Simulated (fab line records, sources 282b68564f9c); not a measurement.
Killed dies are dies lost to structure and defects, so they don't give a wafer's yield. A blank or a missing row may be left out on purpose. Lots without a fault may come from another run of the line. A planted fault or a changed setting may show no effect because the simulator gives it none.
fab line records | flow rit_cmos
record lots=13 wafers=39 last_day=7
route steps=202 shown PSD@145
lots that met no fault: from a run of the same line without faults
start_h: hours from the record's first day to the start of the lot's first wafer shown | wait_h: hours since the lot's step before | " the same as in the row above | L1.1+2: a row that stands for several wafers | - no value, or no start given | * or withheld: withheld | < > ~ a bound
route shown NAME@n: a module of which the file shows steps, and the number in the route of the first | usual: mean/standard deviation of fault-free wafers | same: alike in all rows | chamber/n: place in a boat | sites: the reading at each site | _std_site: their standard deviation | _edge_site: outer sites' mean less inner sites' | radius_mm: how far each site lies from the wafer's centre | mask NAME#n: copy n | behind: the tool/chamber that last shaped the wafer | hold: why the lot was held/for how many hours/how that ended | device: the transistor (n, p or np) that didn't switch | end of line: the same wafers' tests at the end of the route | a step without rows: its recipe alone | killed: dies lost to structure and defects at the first sort, not the wafer's yield | map: a wafer's dies, x killed, . not, _ none there
set.NAME: the setting as run; set.NAME@STEP: as run at that earlier step | model.NAME: the simulator's own value behind a step, which no gauge read
steps of the route over a sample of lots; a table a step, a row a wafer
services: from which hour (start_h, from the record's first day; less than 0 if before it) a tool's chamber was out of use, for how many hours, and why
## steps
# step RIT_PSD_EXPOSE_03
# recipe mask_id=M10 na=0.57 target_cd_nm=40900 dose_mj=250
# same na=0.57
# columns lot.wafer tool chamber start_h wait_h mask
L781.2+3+6 iline_stepper-02 0 60.77 0.2 M10#0
L783.1+3+6 iline_stepper-02 0 71.70 0.1 M9#0
L787.3+5+6 iline_stepper-02 0 88.99 0.1 M10#0
L789.2+4+5 iline_stepper-02 0 103.26 0.1 M10#0
L792.3+4+5 iline_stepper-02 0 113.71 0.2 M10#0
L793.4+5+6 iline_stepper-02 0 118.95 0.1 M10#0
L795.2+3+6 iline_stepper-02 0 128.78 0.2 M10#0
L796.1+2+6 iline_stepper-02 0 133.04 0.1 M10#0
L797.2+5+6 iline_stepper-01 0 138.62 0.2 M10#0
L798.1+3+5 iline_stepper-02 0 144.63 0.2 M10#0
L799.3+5+6 iline_stepper-02 0 148.16 0.1 M10#0
L800.3+5+6 iline_stepper-01 0 155.30 0.2 M10#0
L802.3+4+6 iline_stepper-02 0 168.25 0.2 M10#0
# step RIT_PSD_OVL_MEAS_06
# usual PSD_OVL=0.3/1.4
# columns lot.wafer tool chamber start_h wait_h PSD_OVL[nm]
L781.2 overlay-01 - 61.19 - 1.3
L781.3 " - " " -1.6
L781.6 " - " " -1.2
L783.1 overlay-02 - 72.10 - -
L783.3 " - " " -
L783.6 " - " " -
L787.3 overlay-01 - 89.36 - 0.4
L787.5 " - " " -0.3
L787.6 " - " " 0.2
L789.2 overlay-01 - 103.73 - 2.0
L789.4 " - " " 1.6
L789.5 " - " " 0.6
L792.3 overlay-01 - 114.08 - 2.0
L792.4 " - " " 1.0
L792.5 " - " " 1.7
L793.4 overlay-02 - 119.31 - 0.3
L793.5 " - " " -0.1
L793.6 " - " " 0.4
L795.2 overlay-02 - 129.17 - -1.6
L795.3 " - " " 1.9
L795.6 " - " " 1.1
L796.1 overlay-02 - 133.44 - 2.3
L796.2 " - " " 2.2
L796.6 " - " " 2.1
L797.2 overlay-01 - 139.00 - 4.5
L797.5 " - " " 2.0
L797.6 " - " " 2.3
L798.1 overlay-02 - 145.03 - -1.2
L798.3 " - " " 0.8
L798.5 " - " " -0.8
L799.3 overlay-02 - 148.53 - 0.3
L799.5 " - " " 0.8
L799.6 " - " " 2.3
L800.3 overlay-02 - 155.67 - 1.9
L800.5 " - " " -0.3
L800.6 " - " " 1.2
L802.3 overlay-01 - 168.63 - 0.3
L802.4 " - " " -0.3
L802.6 " - " " -0.7
# step RIT_PSD_TW_MEAS_10
# usual PSD_TW=3452/21
# columns lot.wafer tool chamber start_h wait_h PSD_TW
L781.2 film_metro-03 - 61.71 0.1 3433
L781.3 " - " " 3431
L781.6 " - " " 3427
L783.1 film_metro-02 - 72.61 0.1 30
L783.3 " - " " 30
L783.6 " - " " 30
L787.3 film_metro-01 - 89.88 0.1 3466
L787.5 " - " " 3484
L787.6 " - " " 3478
L789.2 film_metro-02 - 104.24 0.1 3478
L789.4 " - " " 3473
L789.5 " - " " 3453
L792.3 film_metro-02 - 114.60 0.1 3445
L792.4 " - " " 3452
L792.5 " - " " 3468
L793.4 film_metro-03 - 119.90 0.1 3458
L793.5 " - " " 3442
L793.6 " - " " 3418
L795.2 film_metro-02 - 129.69 0.1 3459
L795.3 " - " " 3480
L795.6 " - " " 3470
L796.1 film_metro-03 - 133.95 0.1 3416
L796.2 " - " " 3430
L796.6 " - " " 3432
L797.2 film_metro-01 - 139.52 0.1 3450
L797.5 " - " " 3439
L797.6 " - " " 3446
L798.1 film_metro-02 - 145.54 0.1 3439
L798.3 " - " " 3430
L798.5 " - " " 3415
L799.3 film_metro-03 - 149.05 0.1 3462
L799.5 " - " " 3473
L799.6 " - " " 3459
L800.3 film_metro-03 - 156.19 0.1 3461
L800.5 " - " " 3441
L800.6 " - " " 3462
L802.3 film_metro-03 - 169.15 0.1 3434
L802.4 " - " " 3426
L802.6 " - " " 3418
## services
# columns tool chamber start_h hours kind
iline_stepper-01 - 39.23 2.1 pm
iline_stepper-01 - 41.32 - consumable_replace:lamp
iline_stepper-02 0 49.84 - calibration
iline_stepper-01 - 94.29 4.7 repair
iline_stepper-02 - 101.10 - consumable_replace:lamp
iline_stepper-02 - 119.09 6.5 repair
## key
first_sign step=RIT_PSD_EXPOSE_03 reading=mask direction=changed
effect step=RIT_PSD_OVL_MEAS_06 reading=PSD_OVL direction=missing
effect step=RIT_PSD_TW_MEAS_10 reading=PSD_TW direction=down sigmas=99+ usual=3452 struck=30
met_at RIT_PSD_EXPOSE_03
struck_lots L783
sort_left_out L783.1,L783.3,L783.6
tester_left_out L783
onset_between 60.77 71.70
fault kind=wrong_mask tool=any chamber=- onset_h=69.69 steps=RIT_PSD_EXPOSE_03 aux_copy=M9#0 scope=struck_lots_only
# tester_left_out: of these lots the tester's yield and bins aren't shown, on N5 and GAA mostly nor the transistor test; their killed dies are dies lost to structure and defects alone, not to doping, threshold or leakage, so they don't give the yield
# sort_left_out: the simulated sort isn't trusted on such a fault, so these wafers' sort isn't shown, and their yield isn't known
